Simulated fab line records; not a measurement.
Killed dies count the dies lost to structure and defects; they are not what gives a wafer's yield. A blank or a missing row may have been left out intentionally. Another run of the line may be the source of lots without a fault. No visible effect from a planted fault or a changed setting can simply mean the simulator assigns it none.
fab line records	flow rit_cmos
record lots=5	wafers=15	last_day=7
route steps=202 shown NRETRO@55 PRETRO@64 GATE@75
lots with no fault: from the same line, run without faults
start_h: hours from the record's opening day to when the first of the lot's shown wafers began	wait_h: hours since the lot's step before	" as in the row above	L1.1+2: several wafers, shown together as one row	- value missing, or start not given	* or withheld: withheld	< > ~ a bound
route shown NAME@n: NAME is a module with steps in the file, n the number in the route of the first one	usual: average and standard deviation across the fault-free wafers	same: alike in all rows	chamber/n: place in a boat	sites: the reading at each site	_std_site: the values' standard deviation	_edge_site: inner sites' mean taken away from outer sites' mean	radius_mm: how far each site lies from the wafer's centre	mask NAME#n: copy n	behind: tool/chamber where the wafer was last shaped	hold: why the lot went on hold/how many hours it stayed there/how the hold came to an end	device: the n, p or np transistor that did not switch	end of line: tests run on the same wafers once the route is complete	a step given without rows: its recipe and nothing more	killed: at the first sort, the dies lost to defects and structure; wafer yield is something else	map: a wafer's dies, x killed, . not, _ none there
set.NAME: the setting as run; set.NAME@STEP: as run at that earlier step	model.NAME: the simulator's own value behind a step, which no gauge read
lots at selected steps of the route; one table per step, one row per wafer
services: when a tool's chamber went out of use (start_h, in hours from the record's first day, below 0 if earlier), for how many hours, and the reason
## steps
# step RIT_NRETRO_SOFTBAKE_02
# recipe resist=NOVOLAK	temp_c=90	time_s=60
# step RIT_NRETRO_EXPOSE_03
# recipe mask_id=M4	na=0.57	target_cd_nm=43900	dose_mj=250
# step RIT_NRETRO_PEB_04
# recipe resist=NOVOLAK	temp_c=withheld	time_s=withheld
# step RIT_NRETRO_DEVELOP_05
# recipe resist=NOVOLAK	develop_time_s=68	dev_temp_c=23
# step RIT_NRETRO_OVL_MEAS_06
# usual NRETRO_OVL=1.1/1.4
lot.wafer	tool	chamber	start_h	wait_h	NRETRO_OVL[nm]
L706.2	overlay-01	-	30.47	-	1.2
L706.3	"	-	"	"	2.2
L706.6	"	-	"	"	2.5
L708.4	overlay-02	-	41.01	-	-0.2
L708.5	"	-	"	"	1.1
L708.6	"	-	"	"	1.5
L717.2	overlay-02	-	88.58	-	0.3
L717.3	"	-	"	"	2.3
L717.4	"	-	"	"	0.9
L721.2	overlay-01	-	107.07	-	3.2
L721.4	"	-	"	"	4.6
L721.5	"	-	"	"	4.4
L729.3	overlay-02	-	143.70	-	-0.2
L729.4	"	-	"	"	0.9
L729.5	"	-	"	"	1.1
# step RIT_NRETRO_HARDBAKE_07
# recipe resist=NOVOLAK	temp_c=140	time_s=120
# step RIT_NRETRO_IMPLANT_08
# recipe species=P	energy_kev=70.83	dose_cm2=1e+13	tilt_deg=7
# step RIT_NRETRO_STRIP_09
# recipe chemistry=O2	time_s=180	resist=NOVOLAK	platen_temp_c=withheld	power_w=500	pressure_mtorr=4000	o2_flow_sccm=4000
# usual drypump_motor_current_A=5.8/0.44
lot.wafer	tool	chamber	start_h	wait_h	drypump_motor_current_A	rf_hours_counter_h
L706.2	plasma_asher-02	1	30.90	0.1	5.8	43
L706.3	"	0	"	"	6.5	-
L706.6	"	0	"	"	6.5	-
L708.4	plasma_asher-03	0	41.49	0.1	5.7	-
L708.5	"	0	"	"	5.7	-
L708.6	"	1	"	"	5.6	-
L717.2	plasma_asher-03	0	89.01	0.1	5.7	34
L717.3	"	0	"	"	5.7	-
L717.4	"	1	"	"	5.6	-
L721.2	plasma_asher-02	0	107.57	0.1	6.5	52
L721.4	"	1	"	"	5.8	-
L721.5	"	1	"	"	5.8	-
L729.3	plasma_asher-03	0	144.19	0.1	5.7	-
L729.4	"	1	"	"	5.6	-
L729.5	"	1	"	"	5.6	-
# step RIT_NRETRO_TW_MEAS_10
# usual NRETRO_TW=1048/8.7
lot.wafer	tool	chamber	start_h	wait_h	NRETRO_TW
L706.2	film_metro-04	-	31.08	0.1	1058
L706.3	"	-	"	"	1055
L706.6	"	-	"	"	1048
L708.4	film_metro-04	-	41.63	0.1	1051
L708.5	"	-	"	"	1052
L708.6	"	-	"	"	1053
L717.2	film_metro-04	-	89.20	0.1	1051
L717.3	"	-	"	"	1050
L717.4	"	-	"	"	1055
L721.2	film_metro-04	-	107.75	0.1	1049
L721.4	"	-	"	"	1048
L721.5	"	-	"	"	1046
L729.3	film_metro-03	-	144.32	0.1	1043
L729.4	"	-	"	"	1039
L729.5	"	-	"	"	1038
# step RIT_PRETRO_HMDS_00
# recipe prime_time_s=60	prime_temp_c=140
# step RIT_PRETRO_COAT_01
# recipe resist=NOVOLAK	spin_rpm=1987	resist_thk_nm=1300
# step RIT_PRETRO_SOFTBAKE_02
# recipe resist=NOVOLAK	temp_c=90	time_s=60
# step RIT_PRETRO_EXPOSE_03
# recipe mask_id=M5	na=0.57	target_cd_nm=43700	dose_mj=250
lot.wafer	tool	chamber	start_h	wait_h	mask
L706.2+3+6	iline_stepper-01	0	31.60	0.1	M5#0
L708.4+5+6	iline_stepper-02	0	42.30	0.2	M5#0
L717.2+3+4	iline_stepper-02	0	89.72	0.1	M5#0
L721.2+4+5	iline_stepper-01	0	108.40	0.2	M4#0
L729.3+4+5	iline_stepper-01	0	144.98	0.2	M5#0
# step RIT_PRETRO_PEB_04
# recipe resist=NOVOLAK	temp_c=withheld	time_s=withheld
# step RIT_PRETRO_DEVELOP_05
# recipe resist=NOVOLAK	develop_time_s=68	dev_temp_c=23
# step RIT_PRETRO_OVL_MEAS_06
# usual PRETRO_OVL=0.2/1.4
lot.wafer	tool	chamber	start_h	wait_h	PRETRO_OVL[nm]
L706.2	overlay-02	-	32.18	-	-2.4
L706.3	"	-	"	"	-1.7
L706.6	"	-	"	"	-2.9
L708.4	overlay-01	-	42.69	-	2.2
L708.5	"	-	"	"	2.4
L708.6	"	-	"	"	-2.3
L717.2	overlay-02	-	90.14	-	-0.8
L717.3	"	-	"	"	0.8
L717.4	"	-	"	"	2.0
L721.2	overlay-02	-	108.81	-	-
L721.4	"	-	"	"	-
L721.5	"	-	"	"	-
L729.3	overlay-01	-	145.38	-	-0.7
L729.4	"	-	"	"	-0.6
L729.5	"	-	"	"	0.9
# step RIT_PRETRO_HARDBAKE_07
# recipe resist=NOVOLAK	temp_c=140	time_s=120
# step RIT_PRETRO_IMPLANT_08
# recipe species=B	energy_kev=45	dose_cm2=1.2e+13	tilt_deg=7
# step RIT_PRETRO_STRIP_09
# recipe chemistry=O2	time_s=180	resist=NOVOLAK	platen_temp_c=withheld	power_w=500	pressure_mtorr=4000	o2_flow_sccm=4000
# usual drypump_motor_current_A=5.8/0.36
lot.wafer	tool	chamber	start_h	wait_h	drypump_motor_current_A	rf_hours_counter_h
L706.2	plasma_asher-03	0	32.61	0.1	5.7	29
L706.3	"	1	"	"	5.6	-
L706.6	"	0	"	"	5.7	-
L708.4	plasma_asher-04	1	43.16	0.1	5.4	-
L708.5	"	1	"	"	5.4	-
L708.6	"	0	"	"	5.6	-
L717.2	plasma_asher-03	0	90.57	0.1	5.7	35
L717.3	"	1	"	"	5.6	-
L717.4	"	0	"	"	5.7	-
L721.2	plasma_asher-04	1	109.24	0.1	5.4	28
L721.4	"	1	"	"	5.4	-
L721.5	"	1	"	"	5.4	-
L729.3	plasma_asher-04	0	145.86	0.1	5.6	-
L729.4	"	1	"	"	5.4	-
L729.5	"	1	"	"	5.4	-
# step RIT_PRETRO_TW_MEAS_10
# usual PRETRO_TW=471/3.2
lot.wafer	tool	chamber	start_h	wait_h	PRETRO_TW
L706.2	film_metro-02	-	32.80	0.1	476
L706.3	"	-	"	"	473
L706.6	"	-	"	"	473
L708.4	film_metro-04	-	43.31	0.1	478
L708.5	"	-	"	"	476
L708.6	"	-	"	"	477
L717.2	film_metro-03	-	90.75	0.1	468
L717.3	"	-	"	"	468
L717.4	"	-	"	"	466
L721.2	film_metro-03	-	109.43	0.1	30
L721.4	"	-	"	"	29
L721.5	"	-	"	"	29
L729.3	film_metro-03	-	146.00	0.1	467
L729.4	"	-	"	"	466
L729.5	"	-	"	"	470
# step RIT_GATE_WET_ETCH_00
# recipe chemistry=BOE	target=SiO2	target_depth_nm=56	time_s=60	dry=n2_spin	dilution=10:1	temp_c=21.5
## services
tool	chamber	start_h	hours	kind
plasma_asher-04	-	28.62	1.2	repair
plasma_asher-04	-	53.58	5.2	repair
plasma_asher-03	-	56.99	10.5	repair
plasma_asher-04	-	67.21	15.6	pm
iline_stepper-01	-	79.31	13.3	repair
plasma_asher-04	-	96.40	2.3	repair
plasma_asher-02	-	108.75	9.0	pm
plasma_asher-02	0	108.75	9.0	vent_cycle
plasma_asher-02	1	108.75	9.0	vent_cycle
plasma_asher-02	0	117.75	-	clean
plasma_asher-02	1	117.75	-	clean
iline_stepper-02	-	120.35	2.1	pm
iline_stepper-02	-	122.44	-	consumable_replace:lamp
iline_stepper-01	0	141.03	-	calibration
## key
first_sign step=RIT_PRETRO_EXPOSE_03	reading=mask	direction=changed
effect step=RIT_PRETRO_OVL_MEAS_06	reading=PRETRO_OVL	direction=missing
effect step=RIT_PRETRO_TW_MEAS_10	reading=PRETRO_TW	direction=down	sigmas=99+	usual=471	struck=29
met_at RIT_PRETRO_EXPOSE_03
struck_wafers L721.2,L721.4,L721.5
sort_left_out L721.2,L721.4,L721.5
tester_left_out L721
onset_between 31.60 108.40
fault kind=wrong_mask	tool=any	chamber=-	onset_h=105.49	steps=RIT_PRETRO_EXPOSE_03	aux_copy=M4#0	scope=struck_lots_only
# tester_left_out: of these lots the tester's yield and bins aren't shown, on N5 and GAA mostly nor the transistor test; their killed dies are dies lost to structure and defects alone, not to doping, threshold or leakage, so they don't give the yield
# sort_left_out: the simulated sort isn't trusted on such a fault, so these wafers' sort isn't shown, and their yield isn't known
